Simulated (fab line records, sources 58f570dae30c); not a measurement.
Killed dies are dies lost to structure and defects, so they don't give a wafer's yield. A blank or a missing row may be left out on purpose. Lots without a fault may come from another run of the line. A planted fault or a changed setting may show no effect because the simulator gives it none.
Problem report in the 8D (eight disciplines) form, filled by code | flow berkeley_cmos170 | the parts of the form that need people (team, actions taken, sign-off) are left out

1. THE PROBLEM
strip_time_to_endpoint_s at UCB170_BACKSIDE_STRIP_03 reads a mean of 19.80 s on 4 wafers of 3 lots; wafers without a fault read 21.99 s with a standard deviation of 0.064. That is -34 standard deviations from the usual mean.
The step: strips in O2.
First seen on wafer L838.2, day 10 19:08, on plasma_asher-01. The record holds 45 wafers of 15 lots with a number at this step. Rule for "out", or "out of limits": more than 4 standard deviations from the usual mean. The other wafers with a number count as sound.

2. WHAT IT IS AND WHAT IT IS NOT
question                    | is                                       | is not
which readings at this step | strip_time_to_endpoint_s, oes_product_au | drypump_motor_current_A
which lots                  | L838, L839, L840                         | L823, L824, L825, L826, L827, L828, L829, L830, L831, L842, L843, L845
which wafers of those lots  | L838.2, L839.3, L840.4, L840.6           | L838.1, L838.6, L839.4, L839.5, L840.2
read on which tools         | plasma_asher-01                          | plasma_asher-02, plasma_asher-04
when                        | from day 10 19:08                        | up to then (29 sound wafers); but 12 sound wafers of L839, L840, L842, L843, L845 came after

3. SUSPECTS, AND WHAT RULES EACH OUT
Counting: a tool at a process step up to the reading stays a suspect if it ran every lot that is out. Sound lots after the first of them don't rule it out here, since some wafers of a struck lot are sound.
- plasma_asher-01 at UCB170_BACKSIDE_STRIP_03 (strips in O2): kept. It ran every lot that is out, first L838 (day 10 19:08); its last sound lot up to then is L831 (day 8 18:50). Its own readings are out on those wafers: oes_product_au, strip_time_to_endpoint_s.
- Within plasma_asher-01 at UCB170_BACKSIDE_STRIP_03: the wafers that are out ran in chamber 0; their sound lot-mates ran in chamber 1.
Left after counting: plasma_asher-01 at UCB170_BACKSIDE_STRIP_03.

4. THE CAUSE (what the simulator had put in)
Process parameter drift: plasma_asher-01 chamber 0, from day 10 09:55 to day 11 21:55, at UCB170_BACKSIDE_STRIP_03. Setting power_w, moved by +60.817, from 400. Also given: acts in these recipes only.
Counting left only this tool.

5. THE CHAIN OF EFFECTS, in route order
Each row: a reading whose mean over the struck wafers that have a number lies more than 3 standard deviations from the usual. Only readings for which the record gives a usual standard deviation are gone through. hours: the time from each lot's start at the first step in this table that gives one to its start at this step, as a median over the lots. sigmas: the change in usual standard deviations.
hours | step                     | reading                  | usual      | on struck wafers | change | sigmas
0     | UCB170_BACKSIDE_STRIP_03 | oes_product_au           | 0.734 a.u. | 0.789            | +0.055 | +13
0     | UCB170_BACKSIDE_STRIP_03 | strip_time_to_endpoint_s | 21.99 s    | 19.80            | -2.19  | -34
The process steps in it:
- UCB170_BACKSIDE_STRIP_03: strips in O2.
Later measuring or inspecting steps at which every struck wafer that the step has a row for has a number for every such reading, and none has moved that far: UCB170_V1_THK_MEAS_04, UCB170_V2_BOW_MEAS_03.

6. WHAT WOULD HAVE CAUGHT IT SOONER
In this record the first reading out of limits was taken at day 10 19:08, 9 hours after the fault began at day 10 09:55.
